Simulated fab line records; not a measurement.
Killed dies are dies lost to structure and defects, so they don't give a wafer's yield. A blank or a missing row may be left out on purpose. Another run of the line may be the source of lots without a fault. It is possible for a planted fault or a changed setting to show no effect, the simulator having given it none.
Which tool did it? -- flow ritCmos -- Sampling: 14 lots, 42 wafers, 4 of 202 route steps

WHAT THE GAUGES SHOWED, per wafer
RIT_ACTIVE_BOW_MEAS_00.
lot,measured,on,INCOMING_BOW (um)
L701,day 1 15:01,filmMetro-03,-1 -5 -3
L704,day 2 06:01,filmMetro-03,11 16 -4
L706,day 2 16:00,filmMetro-04,6 -3 6
L708,day 3 02:01,filmMetro-04,-12 5 0
L710,day 3 12:00,filmMetro-02,-5 11 7
L712,day 3 22:02,filmMetro-03,1 -6 6
L713,day 4 03:02,filmMetro-03,1 8 0
L714,day 4 08:00,filmMetro-02,-2 1 -4
L715,day 4 13:00,filmMetro-04,1 -6 2
L718,day 5 04:01,filmMetro-03,5 -8 5
L719,day 5 09:00,filmMetro-02,1 -1 0
L720,day 5 14:04,filmMetro-04,-4 -11 2
L722,day 6 00:01,filmMetro-04,-3 9 -1
L723,day 6 05:00,filmMetro-04,2 8 -8

RIT_ACTIVE_THK_MEAS_02.
lot,measured,on,ACTIVE_OXIDE_THK (nm)
L701,day 1 17:04,filmMetro-02,46.1 46.2 46.5
L704,day 2 08:04,filmMetro-02,47.3 46.8 46.9
L706,day 2 18:30,filmMetro-03,47.1 47.4 47.4
L708,day 3 04:04,filmMetro-04,48.1 47.7 47.6
L710,day 3 14:03,filmMetro-03,47.7 47.2 46.9
L712,day 4 00:04,filmMetro-03,48.6 48.4 48.1
L713,day 4 05:04,filmMetro-02,46.5 46.5 46.5
L714,day 4 10:03,filmMetro-03,46.0 46.2 45.8
L715,day 4 15:03,filmMetro-02,46.6 46.1 45.8
L718,day 5 06:04,filmMetro-03,47.4 47.5 47.0
L719,day 5 11:04,filmMetro-03,46.2 46.2 45.6
L720,day 5 16:05,filmMetro-03,46.6 46.5 46.6
L722,day 6 02:04,filmMetro-04,47.2 46.5 46.9
L723,day 6 07:03,filmMetro-02,46.1 46.9 46.7

RIT_M1_OVL_MEAS_10.
lot,measured,on,M1_OVL (nm)
L701,day 3 13:38,overlay-01,2.9 1.8 -0.1
L704,day 4 03:48,overlay-01,1.1 3.4 -0.5
L706,day 4 14:05,overlay-01,1.4 3.1 1.9
L708,day 4 21:53,overlay-01,0.2 -0.4 -0.3
L710,day 5 08:31,overlay-01,0.0 1.4 0.7
L712,day 5 19:34,overlay-02,0.8 1.5 2.9
L713,day 5 23:48,overlay-01,2.6 1.1 2.4
L718,day 7 01:33,overlay-02,-0.9 -0.2 -1.7
L719,day 7 05:48,overlay-02,0.9 0.7 -0.1
L720,day 7 11:11,overlay-02,2.1 1.5 0.6
L722,day 7 20:30,overlay-02,2.6 1.4 2.4
L723,day 8 00:26,overlay-01,-0.5 1.9 0.0

WHAT TOOL EACH LOT RAN ON (gives the tool, then ch and the chambers of the sampled wafers, and finally the start)
lot,RIT_GATE_EXPOSE_13
L701,"ilineStepper-01 ch 0, day 2 19:21"
L704,"ilineStepper-01 ch 0, day 3 07:58"
L706,"ilineStepper-02 ch 0, day 3 18:57"
L708,"ilineStepper-02 ch 0, day 4 03:31"
L710,"ilineStepper-01 ch 0, day 4 13:55"
L712,"ilineStepper-01 ch 0, day 5 00:20"
L713,"ilineStepper-02 ch 0, day 5 05:35"
L714,"ilineStepper-02, day 5 11:07"
L715,"ilineStepper-01, day 5 16:49"
L718,"ilineStepper-01 ch 0, day 6 07:08"
L719,"ilineStepper-02 ch 0, day 6 11:18"
L720,"ilineStepper-02 ch 0, day 6 17:10"
L722,"ilineStepper-02 ch 0, day 7 02:51"
L723,"ilineStepper-01 ch 0, day 7 06:38"
- RIT_GATE_EXPOSE_13: exposes mask M6, target cd 150 nm.

AS READ BY THE TOOLS THEMSELVES (means over the sampled wafers that have a number; for cases with no such wafer, the mark the record gives instead)
RIT_GATE_EXPOSE_13.
lot,tool,exposureDoseMJCm2,focusOffsetNm (nm)
L701,ilineStepper-01,379.9,0.1
L704,ilineStepper-01,379.4,0.3
L706,ilineStepper-02,379.8,-0.2
L708,ilineStepper-02,380.3,-0.1
L710,ilineStepper-01,380.2,-0.3
L712,ilineStepper-01,379.8,0.7
L713,ilineStepper-02,380.6,-0.1
L714,ilineStepper-02,-,-
L715,ilineStepper-01,-,-
L718,ilineStepper-01,379.6,0.7
L719,ilineStepper-02,380.0,-0.1
L720,ilineStepper-02,379.6,0.1
L722,ilineStepper-02,379.6,0.1
L723,ilineStepper-01,380.0,-0.1

THE ANSWER, worked out from the rows above alone
Rule: the lots themselves supply what counts as usual. Put in order of their means at a reading, lots are off if they are a third of the lots or fewer, leave a main group of 4 or more, and stand apart from it by a gap of 3 or more times the standard deviation of the main group's means; of several such gaps the widest counts. If all means in a main group match to the digits the tables above print for the reading, that group is not used. A lot without any number at a reading at which 4 lots or more have one is off too. Where the step has rows for the other lots, those lots are counted as sound. Order of review: gauges by route order, followed by the tools' own readings, for which a lot's mean as printed above is used. At the first step where some lot is off, the reading lying furthest off is the one used; lots without a number count as furthest.
Off: L714, L715 (RIT_GATE_EXPOSE_13, exposureDoseMJCm2). Without a number there: L714, L715. For the main group the mean is 379.9 and the standard deviation 0.33.
A tool fits if, at that step or a process step before it, it ran every lot that is off, and no sound lot after the first of them. None of those tried fits.

WHAT THE SIMULATOR HAD INSERTED
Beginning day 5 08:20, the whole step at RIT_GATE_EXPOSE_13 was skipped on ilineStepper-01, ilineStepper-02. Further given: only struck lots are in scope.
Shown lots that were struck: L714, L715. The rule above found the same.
